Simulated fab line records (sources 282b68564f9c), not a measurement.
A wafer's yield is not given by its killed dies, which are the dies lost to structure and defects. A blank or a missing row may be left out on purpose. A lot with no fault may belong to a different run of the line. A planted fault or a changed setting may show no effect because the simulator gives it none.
A struck lot beside a sound one + flow rit-cmos + 18 steps out of a route of 202
Sound: wafers L860.4, L860.5, L860.6. The struck wafers were L859.3, L859.4, L859.5. The cause is given at the end.
At each step with rows: each side's tool, then ch and its chambers, then its first start. Under that, the readings that differ: sound wafers + struck wafers + difference of the means + sigmas: that difference in standard deviations of wafers without a fault.
alike: words and numbers the same on both sides, and readings whose means are apart by under 2 such deviations; not compared: readings that were withheld, readings missing a value for some wafer, numbers with overlapping values and no deviation given by the record, and bounds like >300 which may hide the same value.
A row with sigmas, a row that says differs or no value, or rows on one side alone: a step with any of these is where the two part. Numbers that don't overlap but have no deviation are shown without sigmas and don't part them. Lack of a reading on every wafer of one side parts them only where that side has two or more wafers.

first, 4 steps without rows for these wafers: RIT_PSD_SOFTBAKE_02 (time 60 s); RIT_PSD_EXPOSE_03 (exposes mask M10, target cd 40900 nm); RIT_PSD_PEB_04; RIT_PSD_DEVELOP_05 (develop time 50 s).
RIT_PSD_OVL_MEAS_06:
  struck on overlay-02, day 5 17:49; sound on overlay-02, day 5 19:52
| reading      | sound       | struck       | difference | sigmas |
|--------------|-------------|--------------|------------|--------|
| PSD_OVL (nm) | 4.0 4.2 4.8 | -1.2 0.0 1.1 | -4.4       | -3     |
then, 2 steps without rows for these wafers: RIT_PSD_HARDBAKE_07 (time 60 s); RIT_PSD_IMPLANT_08.
RIT_PSD_STRIP_09: strips in O2, time 180 s.
  sound on plasma-asher-04 ch 0,1, day 5 20:14; struck on plasma-asher-04 ch 0,1, day 5 18:11
  alike: drypump-motor-current-A
  not compared: rf-hours-counter-h
RIT_PSD_TW_MEAS_10:
  struck on film-metro-03, day 5 18:20; sound on film-metro-03, day 5 20:23
  alike: PSD_TW
then, 3 steps without rows for these wafers: RIT_SDANNEAL_CLEAN_00 (cleans in SC1, time 600 s); RIT_SDANNEAL_CLEAN_01 (cleans in dHF, time 30 s); RIT_SDANNEAL_CLEAN_02 (cleans in SC2, time 600 s).
RIT_SDANNEAL_RTA_03: time 5 s.
  sound on rtp-anneal-02 ch 0, day 5 20:48; struck on rtp-anneal-01 ch 0, day 5 18:49
| reading          | sound                | struck               | difference | sigmas |
|------------------|----------------------|----------------------|------------|--------|
| wafer_temp_C_max | 1054.9 1051.5 1052.4 | 1032.6 1032.9 1034.1 | -19.7      | -18    |
RIT_SDANNEAL_RS_MEAS_04: the measuring method here is four-point-probe.
  struck on film-metro-03, day 5 18:54; sound on film-metro-04, day 5 20:53
| reading         | sound             | struck            | difference | sigmas |
|-----------------|-------------------|-------------------|------------|--------|
| PSD_RS (ohm/sq) | 115.9 115.7 115.7 | 129.8 130.3 130.4 | +14.4      | +44    |
RIT_SDANNEAL_RS_MEAS_05: the measuring method here is four-point-probe.
  struck on film-metro-03, day 5 19:01; sound on film-metro-04, day 5 21:01
| reading         | sound          | struck         | difference | sigmas |
|-----------------|----------------|----------------|------------|--------|
| NSD_RS (ohm/sq) | 84.7 84.5 84.5 | 85.3 85.5 85.2 | +0.8       | +2     |
RIT_SDANNEAL_RS_MEAS_06: the measuring method here is four-point-probe.
  struck on film-metro-03, day 5 19:08; sound on film-metro-04, day 5 21:08
| reading          | sound             | struck            | difference | sigmas |
|------------------|-------------------|-------------------|------------|--------|
| PLDD_RS (ohm/sq) | 177.7 178.0 178.4 | 193.9 194.4 194.7 | +16.3      | +30    |
RIT_SDANNEAL_RS_MEAS_07: the measuring method here is four-point-probe.
  struck on film-metro-03, day 5 19:16; sound on film-metro-04, day 5 21:15
  alike: NLDD_RS
RIT_M1_PROBE_99:
  struck on prober-02, day 6 02:31; sound on prober-01, day 6 04:23
| reading                              | sound             | struck            | difference | sigmas |
|--------------------------------------|-------------------|-------------------|------------|--------|
| model.etest.pmos-turned.r-on-ohm-um  | 3382 3399 3394    | 3963 4040 4015    | +614       |        |
| model.etest.pmos_0p3.r-on-ohm-um     | 6257 6385 6312    | 6666 6682 6592    | +329       |        |
| model.etest.pmos_0p15.r-on-ohm-um    | 2787 2777 2778    | 3094 3152 3095    | +333       |        |
| model.etest.pmos-turned.drive-ua-um  | 195.3 194.5 192.6 | 154.6 150.1 153.5 | -41.4      |        |
| model.etest.pmos_0p15.drive-ua-um    | 254.8 253.2 253.5 | 227.4 224 227.9   | -27.4      |        |
| model.etest.contact-pplus.end-ohm-um | 42.94 43.13 43.38 | 52.95 50.19 50.15 | +7.95      |        |
| model.etest.pmos-narrow.drive-ua-um  | 106 101.9 103.3   | 95.72 94.68 96.05 | -8.25      |        |
| model.etest.pmos_0p3.drive-ua-um     | 102.3 98.67 100.8 | 95.29 94.95 97.06 | -4.82      |        |
  alike: killed-at-contacts, killed-at-front-end, killed-dies, killed-open, killed-short

## WHERE THEY PART
First at RIT_PSD_OVL_MEAS_06; last, within this record, at RIT_SDANNEAL_RS_MEAS_06. Later steps at which nothing parts them and some readings are alike: RIT_SDANNEAL_RS_MEAS_07, RIT_M1_PROBE_99.

WHY: the cause the simulator had injected
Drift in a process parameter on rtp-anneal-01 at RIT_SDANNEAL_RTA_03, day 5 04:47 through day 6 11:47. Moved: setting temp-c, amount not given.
